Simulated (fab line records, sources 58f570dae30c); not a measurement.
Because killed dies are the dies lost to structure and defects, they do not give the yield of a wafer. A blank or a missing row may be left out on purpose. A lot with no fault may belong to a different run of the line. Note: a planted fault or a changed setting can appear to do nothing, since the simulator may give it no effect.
fab line records | flow berkeley_cmos170
record: lots: 24 | wafers: 72 | last_day: 12
route steps=331 shown START@1 NWELL@19 M1@239 V1@267
lots that met no fault: taken from a fault-free run of the same line
start_h: start of the lot's first displayed wafer, in hours after the record's first day | wait_h: how many hours have passed since the lot's step before this one | " the same as in the row above | L1.1+2: a row that stands for several wafers | - no value present, or no start provided | * or withheld: withheld | < > ~ a bound
route shown NAME@n: names a module that has steps shown in the file, with the first one's number in the route | usual: mean/standard deviation taken from wafers without a fault | same: alike in all rows | chamber/n: place in a boat | sites: the reading at each site | _std_site: their standard deviation | _edge_site: the outer-site mean with the inner-site mean subtracted | radius_mm: for every site, how far away it sits from the centre of the wafer | mask NAME#n: copy n | behind: tool/chamber where the wafer was last shaped | hold: cause of the lot's hold/its duration in hours/its outcome | device: the n, p or np transistor that did not switch | end of line: the route-end tests of the same wafers | where a step has no rows: the recipe by itself | killed: the dies lost at the first sort to structure and to defects; this is not the yield of the wafer | map: shows each die of a wafer: x if killed, . if not, _ if none is there
set.NAME: the run value of the setting; set.NAME@STEP: its run value at that earlier step | model.NAME: the simulator's own value behind a step, which no gauge read
steps of the route over a sample of lots; a table a step, a row a wafer
services: from which hour (start_h, from the record's first day; less than 0 if before it) a tool's chamber was out of use, for how many hours, and why
== steps ==
step: UCB170_START_BOW_MEAS_00
recipe: mode: bow
usual: INCOMING_BOW: 0/6.6
lot.wafer | tool          | chamber | start_h | wait_h | INCOMING_BOW[um]
L074.2    | film_metro-02 | -       | 10.02   | -      | -25
L074.5    | "             | -       | "       | "      | 4
L074.6    | "             | -       | "       | "      | 0
L075.2    | film_metro-01 | -       | 15.02   | -      | 0
L075.4    | "             | -       | "       | "      | 14
L075.6    | "             | -       | "       | "      | 3
L076.3    | film_metro-02 | -       | 20.04   | -      | 7
L076.5    | "             | -       | "       | "      | -1
L076.6    | "             | -       | "       | "      | -4
L077.1    | film_metro-01 | -       | 25.00   | -      | 1
L077.5    | "             | -       | "       | "      | -2
L077.6    | "             | -       | "       | "      | 1
L078.1    | film_metro-01 | -       | 30.00   | -      | -2
L078.5    | "             | -       | "       | "      | -10
L078.6    | "             | -       | "       | "      | -1
L079.1    | film_metro-04 | -       | 35.00   | -      | -4
L079.2    | "             | -       | "       | "      | -3
L079.5    | "             | -       | "       | "      | -2
L080.1    | film_metro-01 | -       | 40.05   | -      | -4
L080.4    | "             | -       | "       | "      | 4
L080.5    | "             | -       | "       | "      | -6
L081.3    | film_metro-02 | -       | 45.04   | -      | -2
L081.5    | "             | -       | "       | "      | 0
L081.6    | "             | -       | "       | "      | -7
L082.1    | film_metro-01 | -       | 50.00   | -      | 7
L082.4    | "             | -       | "       | "      | -3
L082.5    | "             | -       | "       | "      | 5
L083.3    | film_metro-04 | -       | 55.04   | -      | -9
L083.4    | "             | -       | "       | "      | 10
L083.5    | "             | -       | "       | "      | 6
L084.3    | film_metro-01 | -       | 60.04   | -      | -1
L084.4    | "             | -       | "       | "      | 2
L084.6    | "             | -       | "       | "      | 9
L085.2    | film_metro-02 | -       | 65.02   | -      | 7
L085.3    | "             | -       | "       | "      | -9
L085.4    | "             | -       | "       | "      | -1
L086.1    | film_metro-04 | -       | 70.00   | -      | -4
L086.3    | "             | -       | "       | "      | 2
L086.5    | "             | -       | "       | "      | -2
L087.1    | film_metro-04 | -       | 75.00   | -      | 2
L087.3    | "             | -       | "       | "      | 10
L087.4    | "             | -       | "       | "      | -3
L088.1    | film_metro-02 | -       | 80.00   | -      | 0
L088.4    | "             | -       | "       | "      | 7
L088.6    | "             | -       | "       | "      | -10
L089.1    | film_metro-04 | -       | 85.00   | -      | -4
L089.5    | "             | -       | "       | "      | 5
L089.6    | "             | -       | "       | "      | 8
L090.3    | film_metro-02 | -       | 90.34   | -      | 0
L090.5    | "             | -       | "       | "      | -5
L090.6    | "             | -       | "       | "      | 1
L091.2    | film_metro-02 | -       | 95.02   | -      | -3
L091.5    | "             | -       | "       | "      | 11
L091.6    | "             | -       | "       | "      | -8
L092.1    | film_metro-04 | -       | 100.00  | -      | -8
L092.4    | "             | -       | "       | "      | 0
L092.5    | "             | -       | "       | "      | 2
L093.1    | film_metro-02 | -       | 105.00  | -      | 5
L093.2    | "             | -       | "       | "      | -3
L093.3    | "             | -       | "       | "      | -7
L094.3    | film_metro-04 | -       | 110.04  | -      | 8
L094.5    | "             | -       | "       | "      | 1
L094.6    | "             | -       | "       | "      | 2
L095.1    | film_metro-02 | -       | 115.00  | -      | 8
L095.4    | "             | -       | "       | "      | -8
L095.5    | "             | -       | "       | "      | -1
L096.3    | film_metro-04 | -       | 120.07  | -      | -2
L096.4    | "             | -       | "       | "      | -3
L096.5    | "             | -       | "       | "      | -10
L097.2    | film_metro-02 | -       | 125.02  | -      | 3
L097.4    | "             | -       | "       | "      | -9
L097.6    | "             | -       | "       | "      | 8
step: UCB170_NWELL_THK_MEAS_05
recipe: reads: Si3N4_of_NWELL_CVD_04
usual: NWELL_NITRIDE_THK: 224.0/1.8
lot.wafer | tool          | chamber | start_h | wait_h | NWELL_NITRIDE_THK[nm]
L074.2    | film_metro-03 | -       | 31.33   | 0.0    | 222.1
L074.5    | "             | -       | "       | "      | 223.0
L074.6    | "             | -       | "       | "      | 223.2
L075.2    | film_metro-03 | -       | 35.16   | 0.0    | 223.4
L075.4    | "             | -       | "       | "      | 223.1
L075.6    | "             | -       | "       | "      | 222.6
L077.1    | film_metro-04 | -       | 41.45   | 0.0    | 224.4
L077.5    | "             | -       | "       | "      | 222.1
L077.6    | "             | -       | "       | "      | 223.6
L076.3    | film_metro-03 | -       | 41.47   | 0.0    | 224.5
L076.5    | "             | -       | "       | "      | 222.7
L076.6    | "             | -       | "       | "      | 223.0
L078.1    | film_metro-03 | -       | 48.30   | 0.0    | 224.5
L078.5    | "             | -       | "       | "      | 224.7
L078.6    | "             | -       | "       | "      | 223.7
L079.1    | film_metro-03 | -       | 56.99   | 0.0    | 222.8
L079.2    | "             | -       | "       | "      | 225.1
L079.5    | "             | -       | "       | "      | 225.1
L080.1    | film_metro-03 | -       | 61.61   | 0.0    | 219.6
L080.4    | "             | -       | "       | "      | 221.3
L080.5    | "             | -       | "       | "      | 220.7
L082.1    | film_metro-02 | -       | 69.85   | 0.0    | 224.4
L082.4    | "             | -       | "       | "      | 226.2
L082.5    | "             | -       | "       | "      | 224.3
L081.3    | film_metro-03 | -       | 69.86   | 0.0    | 224.5
L081.5    | "             | -       | "       | "      | 224.8
L081.6    | "             | -       | "       | "      | 224.8
L083.3    | film_metro-04 | -       | 76.86   | 0.0    | 225.9
L083.4    | "             | -       | "       | "      | 224.7
L083.5    | "             | -       | "       | "      | 226.6
L085.2    | film_metro-04 | -       | 82.63   | 0.0    | 225.4
L085.3    | "             | -       | "       | "      | 222.3
L085.4    | "             | -       | "       | "      | 223.8
L084.3    | film_metro-02 | -       | 82.64   | 0.0    | 223.9
L084.4    | "             | -       | "       | "      | 223.2
L084.6    | "             | -       | "       | "      | 221.7
L086.1    | film_metro-04 | -       | 91.86   | 0.0    | 222.9
L086.3    | "             | -       | "       | "      | 222.3
L086.5    | "             | -       | "       | "      | 225.1
L087.1    | film_metro-03 | -       | 97.13   | 0.0    | 221.1
L087.3    | "             | -       | "       | "      | 222.0
L087.4    | "             | -       | "       | "      | 219.8
L088.1    | film_metro-04 | -       | 97.13   | 0.0    | 225.9
L088.4    | "             | -       | "       | "      | 224.7
L088.6    | "             | -       | "       | "      | 227.6
L089.1    | film_metro-03 | -       | 103.95  | 0.0    | 226.6
L089.5    | "             | -       | "       | "      | 225.9
L089.6    | "             | -       | "       | "      | 223.4
L090.3    | film_metro-02 | -       | 108.84  | 0.0    | 224.8
L090.5    | "             | -       | "       | "      | 225.8
L090.6    | "             | -       | "       | "      | 226.1
L091.2    | film_metro-03 | -       | 115.76  | 0.0    | 222.8
L091.5    | "             | -       | "       | "      | 222.6
L091.6    | "             | -       | "       | "      | 221.9
L092.1    | film_metro-03 | -       | 118.75  | 0.0    | 223.7
L092.4    | "             | -       | "       | "      | 224.8
L092.5    | "             | -       | "       | "      | 224.5
L093.1    | film_metro-02 | -       | 124.25  | 0.0    | 223.2
L093.2    | "             | -       | "       | "      | 225.1
L093.3    | "             | -       | "       | "      | 225.2
L095.1    | film_metro-02 | -       | 134.50  | 0.0    | 225.2
L095.4    | "             | -       | "       | "      | 224.0
L095.5    | "             | -       | "       | "      | 226.6
L094.3    | film_metro-04 | -       | 134.52  | 0.0    | 224.4
L094.5    | "             | -       | "       | "      | 223.1
L094.6    | "             | -       | "       | "      | 223.0
L096.3    | film_metro-02 | -       | 137.42  | 0.0    | 228.2
L096.4    | "             | -       | "       | "      | 227.3
L096.5    | "             | -       | "       | "      | 227.4
L097.2    | film_metro-03 | -       | 143.04  | 0.0    | 225.2
L097.4    | "             | -       | "       | "      | 225.2
L097.6    | "             | -       | "       | "      | 224.1
step: UCB170_NWELL_OVL_MEAS_12
usual: NWELL_OVL: 3/4.2
lot.wafer | tool       | chamber | start_h | wait_h | NWELL_OVL[nm]
L074.2    | overlay-02 | -       | 32.22   | -      | 3
L074.5    | "          | -       | "       | "      | -3
L074.6    | "          | -       | "       | "      | 4
L075.2    | overlay-02 | -       | 36.92   | -      | 4
L075.4    | "          | -       | "       | "      | 1
L075.6    | "          | -       | "       | "      | 1
L076.3    | overlay-01 | -       | 43.25   | -      | -6
L076.5    | "          | -       | "       | "      | 1
L076.6    | "          | -       | "       | "      | -2
L077.1    | overlay-01 | -       | 43.52   | -      | 4
L077.5    | "          | -       | "       | "      | 1
L077.6    | "          | -       | "       | "      | 0
L078.1    | overlay-01 | -       | 49.33   | -      | 3
L078.5    | "          | -       | "       | "      | 2
L078.6    | "          | -       | "       | "      | 5
L079.1    | overlay-01 | -       | 57.94   | -      | 6
L079.2    | "          | -       | "       | "      | 4
L079.5    | "          | -       | "       | "      | 5
L080.1    | overlay-01 | -       | 62.63   | -      | 2
L080.4    | "          | -       | "       | "      | 3
L080.5    | "          | -       | "       | "      | 3
L081.3    | overlay-01 | -       | 71.50   | -      | 1
L081.5    | "          | -       | "       | "      | 1
L081.6    | "          | -       | "       | "      | -1
L082.1    | overlay-01 | -       | 71.99   | -      | 8
L082.4    | "          | -       | "       | "      | 7
L082.5    | "          | -       | "       | "      | 6
L083.3    | overlay-02 | -       | 77.88   | -      | 8
L083.4    | "          | -       | "       | "      | 4
L083.5    | "          | -       | "       | "      | 7
L084.3    | overlay-01 | -       | 83.53   | -      | 6
L084.4    | "          | -       | "       | "      | 4
L084.6    | "          | -       | "       | "      | -1
L085.2    | overlay-02 | -       | 83.80   | -      | 6
L085.3    | "          | -       | "       | "      | -2
L085.4    | "          | -       | "       | "      | -1
L086.1    | overlay-02 | -       | 93.46   | -      | 10
L086.3    | "          | -       | "       | "      | 7
L086.5    | "          | -       | "       | "      | 8
L088.1    | overlay-02 | -       | 98.52   | -      | 1
L088.4    | "          | -       | "       | "      | -2
L088.6    | "          | -       | "       | "      | 3
L087.1    | overlay-02 | -       | 99.02   | -      | 7
L087.3    | "          | -       | "       | "      | 5
L087.4    | "          | -       | "       | "      | 4
L089.1    | overlay-02 | -       | 105.17  | -      | -1
L089.5    | "          | -       | "       | "      | -5
L089.6    | "          | -       | "       | "      | -1
L090.3    | overlay-02 | -       | 110.31  | -      | 3
L090.5    | "          | -       | "       | "      | 13
L090.6    | "          | -       | "       | "      | 0
L091.2    | overlay-02 | -       | 116.66  | -      | 0
L091.5    | "          | -       | "       | "      | 1
L091.6    | "          | -       | "       | "      | 7
L092.1    | overlay-02 | -       | 120.23  | -      | 4
L092.4    | "          | -       | "       | "      | -6
L092.5    | "          | -       | "       | "      | -6
L093.1    | overlay-02 | -       | 127.67  | -      | 0
L093.2    | "          | -       | "       | "      | 2
L093.3    | "          | -       | "       | "      | 1
L094.3    | overlay-02 | -       | 135.57  | -      | 9
L094.5    | "          | -       | "       | "      | 3
L094.6    | "          | -       | "       | "      | 5
L095.1    | overlay-02 | -       | 135.80  | -      | 1
L095.4    | "          | -       | "       | "      | 4
L095.5    | "          | -       | "       | "      | -1
L096.3    | overlay-02 | -       | 138.60  | -      | 9
L096.4    | "          | -       | "       | "      | 5
L096.5    | "          | -       | "       | "      | 6
L097.2    | overlay-02 | -       | 144.20  | -      | 4
L097.4    | "          | -       | "       | "      | 7
L097.6    | "          | -       | "       | "      | 3
step: UCB170_NWELL_STRIP_15
recipe: chemistry: O2 | power_w: 400 | pressure_mtorr: 3500 | platen_temp_c: withheld | o2_flow_sccm: 400 | overash_fraction: 0.5
usual: drypump_motor_current_A: 5.7/0.45 | oes_product_au: 0.721/0.0043 | strip_time_to_endpoint_s: 18.01/0.088
same: overash_fraction: 0.5
lot.wafer | tool            | chamber | start_h | wait_h | drypump_motor_current_A | oes_product_au | rf_hours_counter_h | strip_time_to_endpoint_s
L074.2    | plasma_asher-01 | 0       | 32.51   | 0.1    | 5.6                     | 0.724          | 30                 | 17.89
L074.5    | "               | 0       | "       | "      | 5.6                     | 0.717          | -                  | 17.94
L074.6    | "               | 1       | "       | "      | 5.1                     | 0.717          | -                  | 17.94
L075.2    | plasma_asher-01 | 1       | 37.20   | 0.1    | 5.1                     | 0.720          | 30                 | 18.06
L075.4    | "               | 1       | "       | "      | 5.1                     | 0.719          | -                  | 18.03
L075.6    | "               | 1       | "       | "      | 5.1                     | 0.722          | -                  | 18.03
L076.3    | plasma_asher-04 | 1       | 43.56   | 0.1    | 6.3                     | 0.718          | -                  | 17.89
L076.5    | "               | 0       | "       | "      | 5.1                     | 0.713          | -                  | 18.01
L076.6    | "               | 1       | "       | "      | 6.3                     | 0.713          | -                  | 17.87
L077.1    | plasma_asher-03 | 0       | 43.80   | 0.1    | 5.6                     | 0.725          | 34                 | 17.94
L077.5    | "               | 1       | "       | "      | 6.0                     | 0.719          | -                  | 17.97
L077.6    | "               | 0       | "       | "      | 5.6                     | 0.720          | -                  | 17.92
L078.1    | plasma_asher-01 | 1       | 49.62   | 0.1    | 5.1                     | 0.723          | 32                 | 18.04
L078.5    | "               | 0       | "       | "      | 5.6                     | 0.726          | -                  | 17.91
L078.6    | "               | 1       | "       | "      | 5.1                     | 0.723          | -                  | 18.03
L079.1    | plasma_asher-03 | 1       | 58.22   | 0.1    | 6.0                     | 0.719          | 36                 | 18.02
L079.2    | "               | 0       | "       | "      | 5.6                     | 0.721          | 36                 | 18.06
L079.5    | "               | 0       | "       | "      | 5.7                     | 0.719          | -                  | 18.06
L080.1    | plasma_asher-04 | 1       | 62.92   | 0.1    | 6.3                     | 0.713          | 24                 | 17.96
L080.4    | "               | 0       | "       | "      | 5.1                     | 0.716          | -                  | 17.78
L080.5    | "               | 0       | "       | "      | 5.1                     | 0.724          | -                  | 17.96
L081.3    | plasma_asher-03 | 0       | 71.92   | 0.1    | 5.6                     | 0.720          | -                  | 18.00
L081.5    | "               | 1       | "       | "      | 6.0                     | 0.722          | -                  | 17.89
L081.6    | "               | 0       | "       | "      | 5.6                     | 0.720          | -                  | 18.01
L082.1    | plasma_asher-04 | 0       | 72.27   | 0.1    | 5.1                     | 0.724          | 26                 | 18.08
L082.4    | "               | 1       | "       | "      | 6.3                     | 0.713          | -                  | 18.13
L082.5    | "               | 0       | "       | "      | 5.1                     | 0.723          | -                  | 18.08
L083.3    | plasma_asher-04 | 1       | 78.19   | 0.1    | 6.3                     | 0.715          | -                  | 17.96
L083.4    | "               | 0       | "       | "      | 5.1                     | 0.721          | -                  | 17.91
L083.5    | "               | 0       | "       | "      | 5.1                     | 0.721          | -                  | 17.99
L084.3    | plasma_asher-04 | 0       | 83.84   | 0.1    | 5.1                     | 0.725          | -                  | 18.04
L084.4    | "               | 1       | "       | "      | 6.3                     | 0.726          | -                  | 18.03
L084.6    | "               | 0       | "       | "      | 5.1                     | 0.721          | -                  | 17.97
L085.2    | plasma_asher-01 | 0       | 84.08   | 0.1    | 5.6                     | 0.716          | 32                 | 18.05
L085.3    | "               | 1       | "       | "      | 5.1                     | 0.715          | -                  | 17.98
L085.4    | "               | 0       | "       | "      | 5.6                     | 0.726          | -                  | 18.08
L086.1    | plasma_asher-03 | 1       | 93.75   | 0.1    | 6.0                     | 0.713          | 41                 | 18.05
L086.3    | "               | 1       | "       | "      | 6.0                     | 0.725          | -                  | 18.03
L086.5    | "               | 0       | "       | "      | 5.6                     | 0.723          | -                  | 18.06
L088.1    | plasma_asher-03 | 0       | 98.81   | 0.1    | 5.6                     | 0.726          | 41                 | 18.12
L088.4    | "               | 1       | "       | "      | 6.0                     | 0.720          | -                  | 18.14
L088.6    | "               | 0       | "       | "      | 5.7                     | 0.720          | -                  | 18.21
L087.1    | plasma_asher-01 | 0       | 99.31   | 0.1    | 5.6                     | 0.720          | 34                 | 18.04
L087.3    | "               | 1       | "       | "      | 5.1                     | 0.727          | -                  | 18.07
L087.4    | "               | 0       | "       | "      | 5.6                     | 0.716          | -                  | 18.05
L089.1    | plasma_asher-03 | 1       | 105.46  | 0.1    | 6.0                     | 0.718          | 42                 | 18.05
L089.5    | "               | 0       | "       | "      | 5.6                     | 0.721          | -                  | 18.04
L089.6    | "               | 1       | "       | "      | 6.0                     | 0.726          | -                  | 17.96
L090.3    | plasma_asher-03 | 1       | 110.62  | 0.1    | 6.0                     | 0.720          | -                  | 18.11
L090.5    | "               | 1       | "       | "      | 6.0                     | 0.720          | -                  | 18.08
L090.6    | "               | 0       | "       | "      | 5.6                     | 0.727          | -                  | 17.98
L091.2    | plasma_asher-04 | 0       | 116.94  | 0.1    | 5.1                     | 0.709          | 32                 | 18.09
L091.5    | "               | 0       | "       | "      | 5.1                     | 0.724          | -                  | 18.06
L091.6    | "               | 1       | "       | "      | 6.3                     | 0.726          | -                  | 18.05
L092.1    | plasma_asher-04 | 0       | 120.52  | 0.1    | 5.1                     | 0.721          | 33                 | 18.18
L092.4    | "               | 1       | "       | "      | 6.3                     | 0.721          | -                  | 18.21
L092.5    | "               | 1       | "       | "      | 6.3                     | 0.713          | -                  | 18.07
L093.1    | plasma_asher-04 | 0       | 127.96  | 0.1    | 5.1                     | 0.720          | 34                 | 18.03
L093.2    | "               | 1       | "       | "      | 6.3                     | 0.719          | 34                 | 17.94
L093.3    | "               | 0       | "       | "      | 5.1                     | 0.724          | -                  | 17.98
L094.3    | plasma_asher-03 | 0       | 135.96  | 0.2    | 5.6                     | 0.716          | -                  | 17.98
L094.5    | "               | 0       | "       | "      | 5.6                     | 0.725          | -                  | 18.00
L094.6    | "               | 1       | "       | "      | 6.0                     | 0.723          | -                  | 17.99
L095.1    | plasma_asher-03 | 1       | 136.09  | 0.1    | 6.0                     | 0.715          | 46                 | 17.95
L095.4    | "               | 1       | "       | "      | 6.0                     | 0.721          | -                  | 18.01
L095.5    | "               | 1       | "       | "      | 6.0                     | 0.722          | -                  | 18.04
L096.3    | plasma_asher-03 | 1       | 138.91  | 0.1    | 6.0                     | 0.718          | -                  | 17.87
L096.4    | "               | 0       | "       | "      | 5.6                     | 0.719          | -                  | 17.93
L096.5    | "               | 1       | "       | "      | 6.0                     | 0.726          | -                  | 17.84
L097.2    | plasma_asher-04 | 1       | 144.48  | 0.1    | 6.3                     | 0.724          | 35                 | 17.99
L097.4    | "               | 1       | "       | "      | 6.3                     | 0.713          | -                  | 17.92
L097.6    | "               | 1       | "       | "      | 6.4                     | 0.716          | -                  | 18.02
step: UCB170_M1_RS_MEAS_01
recipe: thk_meas_gauge: four-point-probe | reads: Al_of_M1_SPUTTER_00
usual: M1_AL_RS: 0.0484/0.00052
lot.wafer | tool          | chamber | start_h | wait_h | M1_AL_RS[ohm/sq]
L075.2    | film_metro-04 | -       | 149.95  | 0.1    | 0.0499
L075.4    | "             | -       | "       | "      | 0.0490
L075.6    | "             | -       | "       | "      | 0.0485
L077.1    | film_metro-02 | -       | 151.33  | 0.0    | 0.0483
L077.5    | "             | -       | "       | "      | 0.0489
L077.6    | "             | -       | "       | "      | 0.0479
L076.3    | film_metro-04 | -       | 151.50  | 0.1    | 0.0483
L076.5    | "             | -       | "       | "      | 0.0484
L076.6    | "             | -       | "       | "      | 0.0481
L074.2    | film_metro-02 | -       | 151.63  | 0.1    | 0.0484
L074.5    | "             | -       | "       | "      | 0.0485
L074.6    | "             | -       | "       | "      | 0.0482
L078.1    | film_metro-04 | -       | 162.78  | 0.0    | 0.0482
L078.5    | "             | -       | "       | "      | 0.0484
L078.6    | "             | -       | "       | "      | 0.0490
L079.1    | film_metro-02 | -       | 171.02  | 0.0    | 0.0483
L079.2    | "             | -       | "       | "      | 0.0490
L079.5    | "             | -       | "       | "      | 0.0484
L080.1    | film_metro-04 | -       | 171.65  | 0.0    | 0.0487
L080.4    | "             | -       | "       | "      | 0.0492
L080.5    | "             | -       | "       | "      | 0.0494
L082.1    | film_metro-02 | -       | 188.12  | 0.0    | 0.0481
L082.4    | "             | -       | "       | "      | 0.0490
L082.5    | "             | -       | "       | "      | 0.0492
L081.3    | film_metro-01 | -       | 188.41  | 0.1    | 0.0487
L081.5    | "             | -       | "       | "      | 0.0491
L081.6    | "             | -       | "       | "      | 0.0490
L083.3    | film_metro-01 | -       | 191.21  | 0.1    | 0.0478
L083.4    | "             | -       | "       | "      | 0.0486
L083.5    | "             | -       | "       | "      | 0.0478
L084.3    | film_metro-01 | -       | 203.70  | 0.1    | 0.0479
L084.4    | "             | -       | "       | "      | 0.0482
L084.6    | "             | -       | "       | "      | 0.0484
L085.2    | film_metro-04 | -       | 205.40  | 0.1    | 0.0481
L085.3    | "             | -       | "       | "      | 0.0483
L085.4    | "             | -       | "       | "      | 0.0482
L086.1    | film_metro-01 | -       | 213.26  | 0.0    | 0.0493
L086.3    | "             | -       | "       | "      | 0.0485
L086.5    | "             | -       | "       | "      | 0.0485
L088.1    | film_metro-04 | -       | 214.40  | 0.0    | 0.0478
L088.4    | "             | -       | "       | "      | 0.0478
L088.6    | "             | -       | "       | "      | 0.0475
L087.1    | film_metro-02 | -       | 214.65  | 0.0    | 0.0476
L087.3    | "             | -       | "       | "      | 0.0472
L087.4    | "             | -       | "       | "      | 0.0480
L090.3    | film_metro-01 | -       | 232.46  | 0.1    | 0.0485
L090.5    | "             | -       | "       | "      | 0.0486
L090.6    | "             | -       | "       | "      | 0.0489
L089.1    | film_metro-02 | -       | 232.66  | 0.0    | 0.0486
L089.5    | "             | -       | "       | "      | 0.0485
L089.6    | "             | -       | "       | "      | 0.0485
L091.2    | film_metro-04 | -       | 232.97  | 0.1    | 0.0489
L091.5    | "             | -       | "       | "      | 0.0488
L091.6    | "             | -       | "       | "      | 0.0483
L092.1    | film_metro-01 | -       | 239.40  | 0.0    | 0.0478
L092.4    | "             | -       | "       | "      | 0.0476
L092.5    | "             | -       | "       | "      | 0.0476
L093.1    | film_metro-02 | -       | 252.07  | 0.2    | 0.0478
L093.2    | "             | -       | "       | "      | 0.0476
L093.3    | "             | -       | "       | "      | 0.0481
L094.3    | film_metro-02 | -       | 257.47  | 0.1    | 0.0485
L094.5    | "             | -       | "       | "      | 0.0478
L094.6    | "             | -       | "       | "      | 0.0476
L095.1    | film_metro-01 | -       | 257.79  | 0.1    | 0.0489
L095.4    | "             | -       | "       | "      | 0.0487
L095.5    | "             | -       | "       | "      | 0.0488
L096.3    | film_metro-02 | -       | 257.92  | 0.1    | 0.0489
L096.4    | "             | -       | "       | "      | 0.0485
L096.5    | "             | -       | "       | "      | 0.0493
L097.2    | film_metro-01 | -       | 265.01  | 0.1    | 0.0484
L097.4    | "             | -       | "       | "      | 0.0482
L097.6    | "             | -       | "       | "      | 0.0485
step: UCB170_V1_OVL_MEAS_13
usual: V1_OVL: 2/5.2
lot.wafer | tool       | chamber | start_h | wait_h | V1_OVL[nm]
L077.1    | overlay-02 | -       | 160.33  | 0.1    | 2
L077.5    | "          | -       | "       | "      | -2
L077.6    | "          | -       | "       | "      | -3
L075.2    | overlay-01 | -       | 160.85  | 0.1    | 2
L075.4    | "          | -       | "       | "      | 3
L075.6    | "          | -       | "       | "      | -1
L076.3    | overlay-01 | -       | 161.07  | 0.1    | 5
L076.5    | "          | -       | "       | "      | 8
L076.6    | "          | -       | "       | "      | 8
L074.2    | overlay-02 | -       | 161.12  | 0.1    | -5
L074.5    | "          | -       | "       | "      | 3
L074.6    | "          | -       | "       | "      | 0
L078.1    | overlay-02 | -       | 173.26  | 0.1    | -4
L078.5    | "          | -       | "       | "      | 13
L078.6    | "          | -       | "       | "      | 5
L080.1    | overlay-02 | -       | 179.37  | 0.1    | 2
L080.4    | "          | -       | "       | "      | 6
L080.5    | "          | -       | "       | "      | 2
L079.1    | overlay-01 | -       | 179.49  | 0.1    | 4
L079.2    | "          | -       | "       | "      | 6
L079.5    | "          | -       | "       | "      | 0
L081.3    | overlay-01 | -       | 196.82  | 0.1    | -6
L081.5    | "          | -       | "       | "      | -7
L081.6    | "          | -       | "       | "      | -5
L082.1    | overlay-01 | -       | 197.09  | 0.1    | 3
L082.4    | "          | -       | "       | "      | 6
L082.5    | "          | -       | "       | "      | 12
L083.3    | overlay-02 | -       | 200.54  | 0.1    | -2
L083.4    | "          | -       | "       | "      | 0
L083.5    | "          | -       | "       | "      | -4
L084.3    | overlay-01 | -       | 212.12  | 0.1    | -2
L084.4    | "          | -       | "       | "      | 6
L084.6    | "          | -       | "       | "      | 3
L085.2    | overlay-02 | -       | 212.36  | 0.1    | 1
L085.3    | "          | -       | "       | "      | -3
L085.4    | "          | -       | "       | "      | -1
L086.1    | overlay-02 | -       | 222.20  | 0.1    | 1
L086.3    | "          | -       | "       | "      | 5
L086.5    | "          | -       | "       | "      | 5
L088.1    | overlay-02 | -       | 222.48  | 0.1    | 14
L088.4    | "          | -       | "       | "      | 1
L088.6    | "          | -       | "       | "      | 13
L087.1    | overlay-01 | -       | 222.75  | 0.1    | 7
L087.3    | "          | -       | "       | "      | -1
L087.4    | "          | -       | "       | "      | 12
L089.1    | overlay-02 | -       | 242.26  | 0.1    | -6
L089.5    | "          | -       | "       | "      | 2
L089.6    | "          | -       | "       | "      | 4
L090.3    | overlay-02 | -       | 242.39  | 0.1    | 10
L090.5    | "          | -       | "       | "      | 5
L090.6    | "          | -       | "       | "      | 2
L091.2    | overlay-01 | -       | 242.82  | 0.1    | 9
L091.5    | "          | -       | "       | "      | 3
L091.6    | "          | -       | "       | "      | 6
L092.1    | overlay-01 | -       | 246.94  | 0.1    | -5
L092.4    | "          | -       | "       | "      | -5
L092.5    | "          | -       | "       | "      | 1
L093.1    | overlay-02 | -       | 260.00  | 0.1    | 3
L093.2    | "          | -       | "       | "      | 4
L093.3    | "          | -       | "       | "      | -2
L094.3    | overlay-02 | -       | 265.61  | 0.1    | 6
L094.5    | "          | -       | "       | "      | 2
L094.6    | "          | -       | "       | "      | 7
L095.1    | overlay-02 | -       | 266.15  | 0.1    | 3
L095.4    | "          | -       | "       | "      | 10
L095.5    | "          | -       | "       | "      | 1
L096.3    | overlay-02 | -       | 266.44  | 0.1    | -10
L096.4    | "          | -       | "       | "      | 2
L096.5    | "          | -       | "       | "      | -3
L097.2    | overlay-01 | -       | 276.54  | 0.1    | 9
L097.4    | "          | -       | "       | "      | 9
L097.6    | "          | -       | "       | "      | 9
== services ==
tool            | chamber | start_h | hours | kind
plasma_asher-01 | -       | 52.49   | 28.1  | pm
plasma_asher-01 | -       | 108.75  | 9.0   | pm
plasma_asher-01 | 0       | 108.75  | 9.0   | vent_cycle
plasma_asher-01 | 1       | 108.75  | 9.0   | vent_cycle
plasma_asher-01 | 0       | 117.75  | -     | clean
plasma_asher-01 | 1       | 117.75  | -     | clean
plasma_asher-03 | -       | 119.09  | 1.5   | repair
plasma_asher-04 | -       | 132.72  | 7.5   | repair
plasma_asher-01 | -       | 135.29  | 4.2   | repair
== key ==
fault none
